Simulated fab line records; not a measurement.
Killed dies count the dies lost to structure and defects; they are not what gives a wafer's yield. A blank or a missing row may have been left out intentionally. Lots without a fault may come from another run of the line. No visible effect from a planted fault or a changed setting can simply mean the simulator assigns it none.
fab line records | flow rit_cmos
record: lots: 14 | wafers: 42 | last_day: 7
route steps=202 shown ACTIVE@2 M1@202
lots that met no fault: from a run of the same line without faults
start_h: the number of hours between the record's first day and the start of the first shown wafer of the lot | wait_h: time in hours since the lot's previous step | " unchanged from the row above | L1.1+2: a single row standing in for several wafers | - no value, or no start given | * or withheld: withheld | < > ~ a bound
route shown NAME@n: NAME is a module with steps in the file, n the number in the route of the first one | usual: mean/standard deviation of fault-free wafers | same: alike in all rows | chamber/n: place in a boat | sites: the reading at each site | _std_site: the values' standard deviation | _edge_site: inner sites' mean taken away from outer sites' mean | radius_mm: for every site, how far away it sits from the centre of the wafer | mask NAME#n: copy n | behind: the tool/chamber that last shaped the wafer | hold: why the lot was held/for how many hours/how that ended | device: which transistor (n, p or np) failed to switch | end of line: the route-end tests of the same wafers | a step with no rows: only its recipe | killed: dies lost to structure and defects at the first sort, not the wafer's yield | map: shows each die of a wafer: x if killed, . if not, _ if none is there
set.NAME: the run value of the setting; set.NAME@STEP: its run value at that earlier step | model.NAME: the simulator's own value behind a step, which no gauge read
a sample of lots followed through the steps of the route, with each step as a table and each wafer as a row
services: a tool's chamber out of use, with start hour (start_h, from the record's first day; less than 0 if before it), hours out, and reason
== steps ==
step: RIT_ACTIVE_OXIDATION_01
recipe: temp_c: 1000 | ambient: O2 | target_thk_a: 468 | ox_time_s: 3360
usual: spike_tc_centre_C: 1003.4/1.8 | spike_tc_load_C: 1026.6/2 | spike_tc_source_C: 1027.2/1.2 | tube_center_temp_C: 1000/0.099 | tube_center_temp_C_max: 1002.6/0.42 | zone_power_centre_pct: 56/4.4
lot.wafer | tool       | chamber | start_h | wait_h | spike_tc_centre_C | spike_tc_load_C | spike_tc_source_C | tube_center_temp_C | tube_center_temp_C_max | zone_power_centre_pct
L660.1    | furnace-01 | 0       | 15.35   | 0.3    | 1005.8            | 1025.3          | 1026.1            | 999.95             | 1002.2                 | 52
L660.2    | "          | 0       | "       | "      | 1004.6            | 1026.7          | 1026.6            | 1000.2             | 1002.7                 | 53
L660.6    | "          | 0       | "       | "      | 1005.3            | 1027.3          | 1027.9            | 1000.1             | 1003.1                 | 51
L663.1    | furnace-04 | 0       | 30.72   | 0.7    | 1000.4            | 1028.5          | 1026.4            | 999.93             | 1002.2                 | 64
L663.4    | "          | 0       | "       | "      | 999.8             | 1032.8          | 1029.1            | 999.93             | 1003.0                 | 64
L663.6    | "          | 0       | "       | "      | 998.9             | 1028.0          | 1026.8            | 1000               | 1003.4                 | 63
L664.1    | furnace-04 | 0       | 36.52   | 1.5    | 1002.8            | 1030.3          | 1025.6            | 1000.1             | 1002.5                 | 63
L664.3    | "          | 0       | "       | "      | 1000.0            | 1027.6          | 1026.2            | 999.93             | 1002.4                 | 64
L664.6    | "          | 0       | "       | "      | 1001.7            | 1028.1          | 1026.8            | 999.93             | 1002.3                 | 62
L665.3    | furnace-03 | 0       | 40.12   | 0.1    | 1002.9            | 1026.5          | 1028.0            | 999.89             | 1002.5                 | 55
L665.4    | "          | 0       | "       | "      | 1003.8            | 1025.9          | 1025.8            | 1000               | 1003.3                 | 56
L665.6    | "          | 0       | "       | "      | 1002.7            | 1026.0          | 1027.2            | 999.93             | 1002.2                 | 56
L666.2    | furnace-04 | 0       | 45.89   | 0.9    | 1000.0            | 1029.8          | 1028.8            | 1000               | 1002.6                 | 62
L666.5    | "          | 0       | "       | "      | 1002.4            | 1029.2          | 1028.3            | 999.98             | 1003.1                 | 63
L666.6    | "          | 0       | "       | "      | 1002.1            | 1031.5          | 1026.3            | 999.88             | 1002.6                 | 63
L667.1    | furnace-03 | 0       | 51.18   | 1.2    | 1002.6            | 1025.1          | 1027.1            | 1000               | 1002.5                 | 56
L667.3    | "          | 0       | "       | "      | 1003.8            | 1024.7          | 1027.6            | 1000               | 1003.1                 | 55
L667.6    | "          | 0       | "       | "      | 1003.6            | 1025.8          | 1024.8            | 1000.1             | 1002.3                 | 56
L668.1    | furnace-03 | 0       | 55.12   | 0.1    | 1005.4            | 1027.0          | 1027.9            | 1000               | 1002.6                 | 55
L668.2    | "          | 0       | "       | "      | 1003.4            | 1025.8          | 1029.1            | 999.99             | 1002.8                 | 55
L668.3    | "          | 0       | "       | "      | 1005.2            | 1027.0          | 1029.4            | 1000.1             | 1002.6                 | 56
L669.3    | furnace-03 | 0       | 61.89   | 1.8    | 1002.6            | 1025.9          | 1025.0            | 999.95             | 1002.8                 | 55
L669.4    | "          | 0       | "       | "      | 1002.4            | 1025.7          | 1027.9            | 999.95             | 1002.0                 | 55
L669.5    | "          | 0       | "       | "      | 1005.4            | 1027.0          | 1027.0            | 1000.1             | 1002.9                 | 56
L670.2    | furnace-01 | 0       | 66.27   | 1.2    | 1005.5            | 1025.4          | 1026.2            | 1000               | 1002.6                 | 52
L670.3    | "          | 0       | "       | "      | 1005.1            | 1026.0          | 1027.4            | 1000.2             | 1002.3                 | 52
L670.6    | "          | 0       | "       | "      | 1003.4            | 1027.8          | 1026.3            | 1000               | 1002.2                 | 52
L671.1    | furnace-01 | 0       | 70.81   | 0.8    | 1006.3            | 1024.5          | 1026.2            | 1000.1             | 1002.5                 | 52
L671.5    | "          | 0       | "       | "      | 1003.4            | 1026.1          | 1027.3            | 1000.1             | 1003.0                 | 52
L671.6    | "          | 0       | "       | "      | 1005.0            | 1026.5          | 1026.0            | 1000.2             | 1003.2                 | 52
L675.1    | furnace-03 | 0       | 90.93   | 0.9    | 1003.1            | 1025.3          | 1029.0            | 1000.1             | 1003.1                 | 56
L675.3    | "          | 0       | "       | "      | 1003.9            | 1028.9          | 1026.9            | 999.96             | 1002.1                 | 55
L675.6    | "          | 0       | "       | "      | 1003.7            | 1023.9          | 1026.2            | 1000               | 1002.2                 | 57
L679.1    | furnace-03 | 0       | 110.25  | 0.2    | 1017.0            | 1040.4          | 1041.9            | 1014.9             | 1017.6                 | 56
L679.2    | "          | 0       | "       | "      | 1019.2            | 1041.4          | 1042.9            | 1014.9             | 1017.5                 | 56
L679.5    | "          | 0       | "       | "      | 1018.3            | 1039.2          | 1043.5            | 1015               | 1017.4                 | 57
L680.2    | furnace-03 | 0       | 115.12  | 0.1    | 1018.5            | 1040.3          | 1044.0            | 1015.1             | 1017.8                 | 56
L680.4    | "          | 0       | "       | "      | 1017.2            | 1039.7          | 1043.6            | 1015               | 1017.0                 | 57
L680.6    | "          | 0       | "       | "      | 1018.2            | 1041.1          | 1044.0            | 1015               | 1017.7                 | 56
L682.1    | furnace-01 | 0       | 125.95  | 0.9    | 1005.3            | 1024.9          | 1026.9            | 999.82             | 1002.4                 | 52
L682.4    | "          | 0       | "       | "      | 1005.2            | 1026.6          | 1024.3            | 999.94             | 1002.0                 | 53
L682.5    | "          | 0       | "       | "      | 1004.3            | 1026.0          | 1026.3            | 1000.2             | 1003.1                 | 51
step: RIT_ACTIVE_THK_MEAS_02
recipe: reads: SiO2_of_ACTIVE_OXIDATION_01
usual: ACTIVE_OXIDE_THK: 46.8/0.86
lot.wafer | tool          | chamber | start_h | wait_h | ACTIVE_OXIDE_THK[nm]
L660.1    | film_metro-03 | -       | 17.29   | 0.0    | 45.7
L660.2    | "             | -       | "       | "      | 45.2
L660.6    | "             | -       | "       | "      | 45.3
L663.1    | film_metro-02 | -       | 32.66   | 0.0    | 47.8
L663.4    | "             | -       | "       | "      | 47.5
L663.6    | "             | -       | "       | "      | 47.8
L664.1    | film_metro-04 | -       | 38.45   | 0.0    | 47.7
L664.3    | "             | -       | "       | "      | 48.0
L664.6    | "             | -       | "       | "      | 47.3
L665.3    | film_metro-02 | -       | 42.07   | 0.0    | 45.4
L665.4    | "             | -       | "       | "      | 45.5
L665.6    | "             | -       | "       | "      | 45.7
L666.2    | film_metro-02 | -       | 47.84   | 0.0    | 46.5
L666.5    | "             | -       | "       | "      | 46.8
L666.6    | "             | -       | "       | "      | 46.4
L667.1    | film_metro-03 | -       | 53.12   | 0.0    | 45.6
L667.3    | "             | -       | "       | "      | 45.4
L667.6    | "             | -       | "       | "      | 45.8
L668.1    | film_metro-03 | -       | 57.05   | 0.0    | 46.8
L668.2    | "             | -       | "       | "      | 46.7
L668.3    | "             | -       | "       | "      | 46.8
L669.3    | film_metro-02 | -       | 63.84   | 0.0    | 46.2
L669.4    | "             | -       | "       | "      | 45.7
L669.5    | "             | -       | "       | "      | 46.3
L670.2    | film_metro-02 | -       | 68.21   | 0.0    | 46.9
L670.3    | "             | -       | "       | "      | 45.6
L670.6    | "             | -       | "       | "      | 46.2
L671.1    | film_metro-04 | -       | 72.74   | 0.0    | 47.9
L671.5    | "             | -       | "       | "      | 48.0
L671.6    | "             | -       | "       | "      | 47.5
L675.1    | film_metro-02 | -       | 92.87   | 0.0    | 46.9
L675.3    | "             | -       | "       | "      | 47.6
L675.6    | "             | -       | "       | "      | 47.0
L679.1    | film_metro-04 | -       | 112.19  | 0.0    | 53.9
L679.2    | "             | -       | "       | "      | 53.5
L679.5    | "             | -       | "       | "      | 53.7
L680.2    | film_metro-02 | -       | 117.06  | 0.0    | 53.8
L680.4    | "             | -       | "       | "      | 53.7
L680.6    | "             | -       | "       | "      | 54.0
L682.1    | film_metro-04 | -       | 127.88  | 0.0    | 46.3
L682.4    | "             | -       | "       | "      | 47.0
L682.5    | "             | -       | "       | "      | 47.4
step: RIT_M1_PROBE_99
usual: killed_at_M0_to_M3: 0.0/0.12 | killed_at_front_end: 7.1/2.7 | killed_dies: 7.2/2.7 | killed_open: 3.5/1.9 | killed_short: 3.6/1.9
same: gross_dies: 264 | killed_at_M4_up: 0 | killed_at_back_side: 0 | killed_at_contacts: 0 | killed_at_other: 0
lot.wafer | tool      | chamber | start_h | wait_h | killed_at_M0_to_M3 | killed_at_front_end | killed_dies | killed_open | killed_short
L668.1    | prober-01 | -       | 110.09  | 0.1    | 0                  | 7                   | 7           | 2           | 5
L668.2    | prober-01 | -       | 110.14  | 0.1    | 0                  | 9                   | 9           | 5           | 4
L668.3    | prober-01 | -       | 110.19  | 0.2    | 0                  | 7                   | 7           | 2           | 5
L671.1    | prober-02 | -       | 121.84  | 0.1    | 0                  | 6                   | 6           | 2           | 4
L671.5    | prober-02 | -       | 122.04  | 0.2    | 0                  | 4                   | 4           | 2           | 2
L671.6    | prober-02 | -       | 122.09  | 0.2    | 0                  | 8                   | 8           | 5           | 3
L680.2    | prober-01 | -       | 163.04  | 0.1    | 0                  | 10                  | 10          | 5           | 4
L680.4    | prober-01 | -       | 163.14  | 0.2    | 0                  | 10                  | 10          | 7           | 2
L680.6    | prober-01 | -       | 163.24  | 0.2    | 0                  | 6                   | 6           | 3           | 3
killed by level:class
L668.1 SILICIDE:geometric_particle:short=3 GATE:geometric_particle:short=2 GATE:geometric_particle:open=1 REOX:geometric_particle:open=1
L668.2 GATE:geometric_particle:short=2 GATE:geometric_particle:open=2 REOX:geometric_particle:open=2 SPACER:geometric_particle:short=2 FOX2:geometric_particle:open=1
L668.3 GATE:geometric_particle:short=2 GATE:geometric_particle:open=2 REOX:geometric_particle:short=1 SPACER:geometric_particle:short=1 SILICIDE:geometric_particle:short=1
L671.1 GATE:geometric_particle:short=2 REOX:geometric_particle:short=2 FOX1:geometric_particle:open=1 REOX:geometric_particle:open=1
L671.5 FOX1:geometric_particle:open=2 FOX1:geometric_particle:short=1 GATE:geometric_particle:short=1
L671.6 GATE:geometric_particle:open=3 FOX1:geometric_particle:short=2 SILICIDE:geometric_particle:open=2 GATE:geometric_particle:short=1
L680.2 FOX1:geometric_particle:open=3 FOX1:geometric_particle:short=1 FOX2:geometric_particle:short=1 GATE:geometric_particle:short=1 REOX:geometric_particle:open=1 SPACER:geometric_particle:open=1 SPACER:geometric_particle:short=1 PRETRO:coat_microbubble_printed=1
L680.4 GATE:geometric_particle:open=2 SPACER:geometric_particle:open=2 FOX1:geometric_particle:open=1 GATE:geometric_particle:short=1 REOX:geometric_particle:open=1 SILICIDE:geometric_particle:open=1 SILICIDE:geometric_particle:short=1 PRETRO:coat_microbubble_printed=1
L680.6 FOX2:geometric_particle:open=1 FOX2:geometric_particle:short=1 GATE:geometric_particle:short=1 GATE:geometric_particle:open=1 REOX:geometric_particle:short=1 REOX:geometric_particle:open=1
== services ==
tool       | chamber | start_h | hours | kind
furnace-04 | -       | -5.97   | 3.1   | pm
furnace-04 | -       | -1.37   | 4.6   | repair
== key ==
first_sign: step: RIT_ACTIVE_OXIDATION_01 | reading: tube_center_temp_C | direction: up | sigmas: 99+ | usual: * | struck: *
effect: step: RIT_ACTIVE_OXIDATION_01 | reading: tube_center_temp_C_max | direction: up | sigmas: 36 | usual: * | struck: *
effect: step: RIT_ACTIVE_THK_MEAS_02 | reading: ACTIVE_OXIDE_THK | direction: up | sigmas: 8.1 | usual: 46.8 | struck: 53.8
met_at RIT_ACTIVE_OXIDATION_01
struck_lots L679,L680
tester_left_out L679,L680
onset_between 90.93 110.25
fault: kind: process_parameter_drift | tool: furnace-03 | chamber: - | onset_h: 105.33 | steps: RIT_ACTIVE_OXIDATION_01 | channel: temp_c | offset: * | shape: step | end_h: 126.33 | acts_in: * | stated: *
tester_left_out: of these lots the tester's yield and bins aren't shown, on N5 and GAA mostly nor the transistor test; their killed dies are dies lost to structure and defects alone, not to doping, threshold or leakage, so they don't give the yield
